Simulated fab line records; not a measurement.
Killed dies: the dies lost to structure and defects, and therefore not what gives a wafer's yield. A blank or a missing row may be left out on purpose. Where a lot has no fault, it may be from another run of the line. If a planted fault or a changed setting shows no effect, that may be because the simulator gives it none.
Split-lot study    flow berkeley_cmos170    on a route of 331 steps: 5 lots, 23 wafers read

SPLIT DETAILS
At UCB170_CONTACT_CVD_01 (deposits PSG from SiH4/O2/PH3, target thk 700 nm, time 2820 s), the setting pressure_mtorr was moved away from the recipe's 300 mTorr on 15 of the 23 wafers read, by -11.2% to +10.4%. This setting was run at the recipe's value on the other wafers.

No step appears in the file between the split and the reading.

THE READING
At UCB170_CONTACT_THK_MEAS_02: CONTACT_PSG_THK, given in nm. Fault-free wafers of this fab line usually give 701 nm, standard deviation 4.3 nm.

wafer   tool, chamber at the split  pressure_mtorr as run, mTorr  against the recipe  CONTACT_PSG_THK, nm  against lot-mates on the recipe
L074.1  -, -                        300                           recipe              698                  -
L074.2  -, -                        300                           recipe              696                  -
L074.3  -, -                        300                           recipe              697                  -
L074.4  -, -                        300                           recipe              708                  -
L074.6  -, -                        300                           recipe              704                  -
L078.1  -, -                        280                           -6.7%               667                  no lot-mate on the recipe
L078.2  -, -                        280                           -6.7%               672                  no lot-mate on the recipe
L078.3  -, -                        280                           -6.7%               672                  no lot-mate on the recipe
L078.4  -, -                        280                           -6.7%               669                  no lot-mate on the recipe
L078.5  -, -                        280                           -6.7%               674                  no lot-mate on the recipe
L081.3  lpcvd-02, 1                 300                           recipe              701                  -
L081.5  lpcvd-02, 1                 300                           recipe              701                  -
L081.6  lpcvd-02, 1                 300                           recipe              703                  -
L084.2  -, -                        331.3                         +10.4%              740                  no lot-mate on the recipe
L084.3  -, -                        331.3                         +10.4%              736                  no lot-mate on the recipe
L084.4  -, -                        331.3                         +10.4%              735                  no lot-mate on the recipe
L084.5  -, -                        331.3                         +10.4%              737                  no lot-mate on the recipe
L084.6  -, -                        331.3                         +10.4%              737                  no lot-mate on the recipe
L083.1  -, -                        266.4                         -11.2%              656                  no lot-mate on the recipe
L083.3  -, -                        266.4                         -11.2%              657                  no lot-mate on the recipe
L083.4  -, -                        266.4                         -11.2%              660                  no lot-mate on the recipe
L083.5  -, -                        266.4                         -11.2%              657                  no lot-mate on the recipe
L083.6  -, -                        266.4                         -11.2%              655                  no lot-mate on the recipe

THE FIT
A straight line over all 23 wafers: CONTACT_PSG_THK changes by +3.78 nm for each +1% of pressure_mtorr; r = +0.99; the points scatter about the line by 3.5 nm.
Too few moved wafers have a lot-mate on the recipe to fit a line with each lot's own level taken away.

THE WHOLE CHAIN: every reading that the file lists as answering this split, in the file's order
step                        what it does                                                                reading                                                                        change (the file's fit)               r (the file's)
UCB170_CONTACT_CVD_01       deposits PSG from SiH4/O2/PH3, target thk 700 nm, time 2820 s               PSG_of_CONTACT_CVD_01.thk_nm (the simulator's own value, which no gauge read)  +3.78 nm for each +1% of the setting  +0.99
UCB170_CONTACT_THK_MEAS_02                                                                              CONTACT_PSG_THK                                                                +3.77 for each +1% of the setting     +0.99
UCB170_CONTACT_ETCH_18      etches PSG in CHF3/CF4/Ar, stops on TiSi2, target depth 840 nm, time 195 s  CONTACT.feature_depth_nm (the simulator's own value, which no gauge read)      +3.78 nm for each +1% of the setting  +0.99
UCB170_CONTACT_ETCH_18      etches PSG in CHF3/CF4/Ar, stops on TiSi2, target depth 840 nm, time 195 s  etch.depth_nm (the simulator's own value, which no gauge read)                 +3.84 nm for each +1% of the setting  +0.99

FILE'S OWN FIT
CONTACT_PSG_THK changes by +3.77 nm for each +1% of pressure_mtorr, r = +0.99.
